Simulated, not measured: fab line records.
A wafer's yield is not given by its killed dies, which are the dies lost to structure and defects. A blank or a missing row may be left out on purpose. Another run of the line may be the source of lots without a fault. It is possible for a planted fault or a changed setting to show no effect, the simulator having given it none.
A lot that was struck, set against a sound lot -- flow berkeley cmos170 -- 17 out of 331 route steps
Sound: these wafers, L354.2, L354.3, L354.5. Wafers struck: L359.1, L359.4, L359.5. The cause is given at the end.
For every step that has rows: the tool of each side, followed by ch and its chambers, followed by its first start. Under that, the readings that differ: sound wafers -- struck wafers -- difference of the means -- sigmas: that difference in standard deviations of wafers without a fault.
alike: readings with means less than 2 such deviations apart, plus words and numbers identical on both sides. not compared: withheld readings, readings lacking a value on some wafer, bounds such as >300 that could conceal the same value, and numbers that have no deviation in the record and whose values overlap.
A row with sigmas, a row that says differs or no value, or rows on one side alone: a step with any of these is where the two part. When numbers do not overlap yet have no deviation, they are printed without sigmas and do not part them. A reading that every wafer of one side lacks parts them only if that side has two wafers or more.

first, 1 step without rows for these wafers: UCB170_CONTACT_CLEAN_20 (cleans in SPM, time 600 s).
UCB170_M1_SPUTTER_00: material Al, target thk 600 nm, time 80 s.
  sound: pvd sputter-01 at day 10 03:13; struck: pvd sputter-03 at day 10 03:09
  alike: cathode dc power W, chamber pressure pa, throttle valve pct
UCB170_M1_RS_MEAS_01: the measuring method here is four-point-probe.
  sound: film metro-03 at day 10 03:25; struck: film metro-02 at day 10 03:13
  alike: M1_AL_RS
UCB170_M1_THK_MEAS_02: measures by xrf.
  sound: film metro-03 at day 10 03:31; struck: film metro-02 at day 10 03:20
  alike: M1_AL_THK
then, 6 steps without rows for these wafers: UCB170_M1_COAT_03; UCB170_M1_COAT_04 (resist thk 915.2 nm); UCB170_M1_SOFTBAKE_05 (time 60 s); UCB170_M1_EXPOSE_06 (exposes mask METAL1, target cd 700 nm); UCB170_M1_PEB_07; UCB170_M1_DEVELOP_08 (develop time 45 s).
UCB170_M1_CD_MEAS_09: the cd target is 700 nm.
  sound: cd sem-01 at day 10 05:10; struck: cd sem-01 at day 10 04:52
  alike: cd nm
UCB170_M1_OVL_MEAS_10:
  sound: overlay-01 at day 10 05:17; struck: overlay-02 at day 10 04:59
  alike: M1_OVL
UCB170_M1_ETCH_11: etches BARC in N2/H2.
  sound on rie diel-04 ch 0,2, day 10 05:19; struck on rie diel-01 ch 0,1,3, day 10 05:02
  no value came back on the struck wafers for any of 6 readings (bias w (W), chamber pressure mTorr (mTorr) and others); on the sound wafers bias w (W) reads 100.40 99.89 99.83
UCB170_M1_METAL_ETCH_12: etches Al in Cl2/BCl3, stops on PSG, target depth 780 nm, time 130 s.
  sound on rie metal-01 ch 0,1, day 10 05:21; struck on rie metal-04 ch 0,1, day 10 05:04
reading,sound,struck,difference,sigmas
oes product au (a.u.),0.855 0.851 0.856,0.382 0.384 0.379,-0.472,-31
  alike: bcl3 flow sccm, bias w, drypump motor current A, he backside leak sccm, throttle valve pct
  not compared: rf hours counter h
UCB170_M1_STRIP_13: strips in O2.
  sound on plasma asher-01 ch 0,1, day 10 05:29; struck on plasma asher-03 ch 0,1, day 10 05:15
  alike: drypump motor current A, oes product au
  not compared: rf hours counter h
UCB170_M1_CD_MEAS_90: the cd target is 700 nm.
  sound: cd sem-02 at day 10 05:36; struck: cd sem-01 at day 10 05:21
reading,sound,struck,difference,sigmas
cd nm (nm),699.5 697.0 698.0,- - -,no value on the struck wafers,
then, 1 step without rows for these wafers: UCB170_M1_ANNEAL_14 (time 1200 s).

== WHERE THEY PART ==
Earliest at UCB170_M1_ETCH_11; latest, in this record, at UCB170_M1_CD_MEAS_90.

WHY: whatever the simulator had introduced
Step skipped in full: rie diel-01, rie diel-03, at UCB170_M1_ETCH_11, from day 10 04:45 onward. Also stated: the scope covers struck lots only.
